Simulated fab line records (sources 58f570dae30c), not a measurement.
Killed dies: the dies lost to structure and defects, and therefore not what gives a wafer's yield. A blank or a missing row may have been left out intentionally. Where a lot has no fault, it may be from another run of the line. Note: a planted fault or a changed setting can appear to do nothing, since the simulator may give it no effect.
Which tool was responsible? || flow berkeley_cmos170 || 15 lots, 45 wafers sampled, at 4 steps of a route of 331

== WHAT THE GAUGES READ, wafer by wafer ==
UCB170_GATE_THK_MEAS_02.
{"lot": "L882", "measured": "day 6 20:50", "on": "film_metro-01", "GATE_OXIDE_THK (nm)": "6.92 6.92 6.79"}
{"lot": "L884", "measured": "day 7 19:56", "on": "film_metro-02", "GATE_OXIDE_THK (nm)": "6.42 6.55 6.50"}
{"lot": "L885", "measured": "day 7 19:56", "on": "film_metro-03", "GATE_OXIDE_THK (nm)": "6.64 6.53 6.50"}
{"lot": "L883", "measured": "day 7 19:56", "on": "film_metro-01", "GATE_OXIDE_THK (nm)": "6.42 6.46 6.54"}
{"lot": "L886", "measured": "day 8 02:53", "on": "film_metro-02", "GATE_OXIDE_THK (nm)": "6.75 6.72 6.75"}
{"lot": "L887", "measured": "day 8 02:53", "on": "film_metro-03", "GATE_OXIDE_THK (nm)": "6.48 6.51 6.58"}
{"lot": "L889", "measured": "day 8 14:05", "on": "film_metro-01", "GATE_OXIDE_THK (nm)": "6.57 6.61 6.56"}
{"lot": "L888", "measured": "day 8 14:04", "on": "film_metro-03", "GATE_OXIDE_THK (nm)": "6.57 6.49 6.60"}
{"lot": "L890", "measured": "day 8 22:50", "on": "film_metro-01", "GATE_OXIDE_THK (nm)": "6.60 6.56 6.54"}
{"lot": "L892", "measured": "day 8 22:49", "on": "film_metro-02", "GATE_OXIDE_THK (nm)": "6.47 6.48 6.49"}
{"lot": "L891", "measured": "day 9 09:15", "on": "film_metro-01", "GATE_OXIDE_THK (nm)": "6.79 6.71 6.70"}
{"lot": "L896", "measured": "day 10 05:17", "on": "film_metro-01", "GATE_OXIDE_THK (nm)": "6.60 6.56 6.56"}
{"lot": "L899", "measured": "day 10 22:58", "on": "film_metro-02", "GATE_OXIDE_THK (nm)": "6.55 6.47 6.54"}
{"lot": "L902", "measured": "day 11 10:19", "on": "film_metro-01", "GATE_OXIDE_THK (nm)": "6.67 6.63 6.55"}
{"lot": "L905", "measured": "day 11 22:35", "on": "film_metro-03", "GATE_OXIDE_THK (nm)": "6.87 6.91 6.78"}

UCB170_GATE_OVL_MEAS_13.
{"lot": "L882", "measured": "day 7 05:47", "on": "overlay-02", "GATE_OVL (nm)": "8 -2 3"}
{"lot": "L884", "measured": "day 8 07:15", "on": "overlay-02", "GATE_OVL (nm)": "-8 0 -6"}
{"lot": "L885", "measured": "day 8 07:22", "on": "overlay-02", "GATE_OVL (nm)": "1 0 -1"}
{"lot": "L883", "measured": "day 8 07:32", "on": "overlay-02", "GATE_OVL (nm)": "1 -9 1"}
{"lot": "L886", "measured": "day 8 13:13", "on": "overlay-02", "GATE_OVL (nm)": "-6 1 -4"}
{"lot": "L887", "measured": "day 8 13:46", "on": "overlay-01", "GATE_OVL (nm)": "-124 -130 -126 -122 -126 -126"}
{"lot": "L889", "measured": "day 8 22:27", "on": "overlay-02", "GATE_OVL (nm)": "4 -1 -3"}
{"lot": "L888", "measured": "day 8 22:19", "on": "overlay-01", "GATE_OVL (nm)": "-130 -139 -138 -127 -139 -135"}
{"lot": "L890", "measured": "day 9 15:05", "on": "overlay-01", "GATE_OVL (nm)": "-132 -128 -137 -128 -129 -134"}
{"lot": "L892", "measured": "day 9 15:42", "on": "overlay-01", "GATE_OVL (nm)": "-123 -120 -128 -123 -120 -125"}
{"lot": "L891", "measured": "day 9 15:49", "on": "overlay-02", "GATE_OVL (nm)": "8 13 5"}
{"lot": "L896", "measured": "day 10 16:49", "on": "overlay-01", "GATE_OVL (nm)": "-1 15 0"}
{"lot": "L899", "measured": "day 11 07:38", "on": "overlay-02", "GATE_OVL (nm)": "1 3 0"}
{"lot": "L902", "measured": "day 11 22:20", "on": "overlay-01", "GATE_OVL (nm)": "2 3 6"}
{"lot": "L905", "measured": "day 12 07:49", "on": "overlay-01", "GATE_OVL (nm)": "5 9 10"}

== WHICH TOOL RAN EACH LOT (tool, then ch and the chambers of the sampled wafers, then the start) ==
{"lot": "L882", "UCB170_PVT_STRIP_08": "plasma_asher-02 ch 0,1, day 6 13:38", "UCB170_GATE_EXPOSE_09": "krf_scanner-02 ch 0, day 7 04:58"}
{"lot": "L884", "UCB170_PVT_STRIP_08": "plasma_asher-04 ch 0,1, day 7 10:45", "UCB170_GATE_EXPOSE_09": "krf_scanner-02 ch 0, day 8 06:44"}
{"lot": "L885", "UCB170_PVT_STRIP_08": "plasma_asher-01 ch 0,1, day 7 11:02", "UCB170_GATE_EXPOSE_09": "krf_scanner-02 ch 0, day 8 06:51"}
{"lot": "L883", "UCB170_PVT_STRIP_08": "plasma_asher-02 ch 0, day 7 11:08", "UCB170_GATE_EXPOSE_09": "krf_scanner-02 ch 0, day 8 06:58"}
{"lot": "L886", "UCB170_PVT_STRIP_08": "plasma_asher-02 ch 0,1, day 7 20:13", "UCB170_GATE_EXPOSE_09": "krf_scanner-01 ch 0, day 8 12:20"}
{"lot": "L887", "UCB170_PVT_STRIP_08": "plasma_asher-01 ch 0,1, day 7 21:52", "UCB170_GATE_EXPOSE_09": "krf_scanner-02 ch 0, day 8 13:17"}
{"lot": "L889", "UCB170_PVT_STRIP_08": "plasma_asher-01 ch 0,1, day 8 06:11", "UCB170_GATE_EXPOSE_09": "krf_scanner-01 ch 0, day 8 21:58"}
{"lot": "L888", "UCB170_PVT_STRIP_08": "plasma_asher-02 ch 0,1, day 8 06:14", "UCB170_GATE_EXPOSE_09": "krf_scanner-02 ch 0, day 8 21:38"}
{"lot": "L890", "UCB170_PVT_STRIP_08": "plasma_asher-02 ch 0,1, day 8 15:42", "UCB170_GATE_EXPOSE_09": "krf_scanner-02 ch 0, day 9 14:16"}
{"lot": "L892", "UCB170_PVT_STRIP_08": "plasma_asher-04 ch 0,1, day 8 20:16", "UCB170_GATE_EXPOSE_09": "krf_scanner-02 ch 0, day 9 14:47"}
{"lot": "L891", "UCB170_PVT_STRIP_08": "plasma_asher-01 ch 0,1, day 8 20:59", "UCB170_GATE_EXPOSE_09": "krf_scanner-01 ch 0, day 9 15:03"}
{"lot": "L896", "UCB170_PVT_STRIP_08": "plasma_asher-04 ch 0, day 9 23:04", "UCB170_GATE_EXPOSE_09": "krf_scanner-01 ch 0, day 10 15:42"}
{"lot": "L899", "UCB170_PVT_STRIP_08": "plasma_asher-01 ch 0,1, day 10 17:32", "UCB170_GATE_EXPOSE_09": "krf_scanner-01 ch 0, day 11 07:05"}
{"lot": "L902", "UCB170_PVT_STRIP_08": "plasma_asher-04 ch 0,1, day 11 04:44", "UCB170_GATE_EXPOSE_09": "krf_scanner-01 ch 0, day 11 21:33"}
{"lot": "L905", "UCB170_PVT_STRIP_08": "plasma_asher-04 ch 0,1, day 11 16:17", "UCB170_GATE_EXPOSE_09": "krf_scanner-01 ch 0, day 12 07:11"}
- UCB170_PVT_STRIP_08: strips in O2.
- UCB170_GATE_EXPOSE_09: exposes mask POLY, target cd 350 nm.

== AS READ BY THE TOOLS THEMSELVES (means over the sampled wafers that have a number; for cases with no such wafer, the mark the record gives instead) ==
UCB170_PVT_STRIP_08.
{"lot": "L882", "tool": "plasma_asher-02", "drypump_motor_current_A (A)": 6.4, "oes_product_au (a.u.)": 0.732, "strip_time_to_endpoint_s (s)": 21.61}
{"lot": "L884", "tool": "plasma_asher-04", "drypump_motor_current_A (A)": 5.2, "oes_product_au (a.u.)": 0.733, "strip_time_to_endpoint_s (s)": 21.66}
{"lot": "L885", "tool": "plasma_asher-01", "drypump_motor_current_A (A)": 5.5, "oes_product_au (a.u.)": 0.733, "strip_time_to_endpoint_s (s)": 21.69}
{"lot": "L883", "tool": "plasma_asher-02", "drypump_motor_current_A (A)": 6.1, "oes_product_au (a.u.)": 0.732, "strip_time_to_endpoint_s (s)": 21.76}
{"lot": "L886", "tool": "plasma_asher-02", "drypump_motor_current_A (A)": 6.4, "oes_product_au (a.u.)": 0.737, "strip_time_to_endpoint_s (s)": 21.65}
{"lot": "L887", "tool": "plasma_asher-01", "drypump_motor_current_A (A)": 5.5, "oes_product_au (a.u.)": 0.737, "strip_time_to_endpoint_s (s)": 21.68}
{"lot": "L889", "tool": "plasma_asher-01", "drypump_motor_current_A (A)": 5.4, "oes_product_au (a.u.)": 0.733, "strip_time_to_endpoint_s (s)": 21.73}
{"lot": "L888", "tool": "plasma_asher-02", "drypump_motor_current_A (A)": 6.3, "oes_product_au (a.u.)": 0.733, "strip_time_to_endpoint_s (s)": 21.67}
{"lot": "L890", "tool": "plasma_asher-02", "drypump_motor_current_A (A)": 6.3, "oes_product_au (a.u.)": 0.728, "strip_time_to_endpoint_s (s)": 21.71}
{"lot": "L892", "tool": "plasma_asher-04", "drypump_motor_current_A (A)": 5.2, "oes_product_au (a.u.)": 0.732, "strip_time_to_endpoint_s (s)": 21.51}
{"lot": "L891", "tool": "plasma_asher-01", "drypump_motor_current_A (A)": 5.4, "oes_product_au (a.u.)": 0.734, "strip_time_to_endpoint_s (s)": 21.59}
{"lot": "L896", "tool": "plasma_asher-04", "drypump_motor_current_A (A)": 4.9, "oes_product_au (a.u.)": 0.734, "strip_time_to_endpoint_s (s)": 21.65}
{"lot": "L899", "tool": "plasma_asher-01", "drypump_motor_current_A (A)": 5.4, "oes_product_au (a.u.)": 0.735, "strip_time_to_endpoint_s (s)": 21.66}
{"lot": "L902", "tool": "plasma_asher-04", "drypump_motor_current_A (A)": 5.2, "oes_product_au (a.u.)": 0.737, "strip_time_to_endpoint_s (s)": 21.60}
{"lot": "L905", "tool": "plasma_asher-04", "drypump_motor_current_A (A)": 5.2, "oes_product_au (a.u.)": 0.734, "strip_time_to_endpoint_s (s)": 21.56}

== THE ANSWER, worked out from the rows above alone ==
Rule: what is usual is taken from the lots themselves. The widest of any qualifying gaps counts: lots, ordered by their means at a reading, are off when they make up no more than a third of the lots, leave a main group of 4 or more, and stand apart from it by 3 or more times the standard deviation of that group's means. Not used: any main group whose means are identical at the precision the tables above print for the reading. Also off: a lot with no number at a reading for which 4 or more lots have one. Where the step has rows for the other lots, those lots are counted as sound. Order of review: gauges by route order, followed by the tools' own readings, for which a lot's mean as printed above is used. The first step at which some lot is off is used, and at that step the reading that is off furthest; a lot without a number counts as furthest.
Off: L887, L888, L890, L892, seen at UCB170_GATE_OVL_MEAS_13 (GATE_OVL). For the main group the mean is 2 nm and the standard deviation 4.1.
A tool fits if, at a process step before that reading, it ran every lot that is off, and no sound lot after the first of them. Those tools and the gauges at UCB170_GATE_OVL_MEAS_13 are tried in the same way. One fits: UCB170_GATE_EXPOSE_09 on krf_scanner-02. Its last sound lot is L883 (day 8 06:58), its first lot that is off L887 (day 8 13:17): a fault that began between those two fits.

== WHAT THE SIMULATOR PUT IN ==
Scanner matching overlay: krf_scanner-02, from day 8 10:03 on, at UCB170_GATE_EXPOSE_09. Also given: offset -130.
Struck lots among those shown: L887, L888, L892, L890. This agrees with what the rule above found.
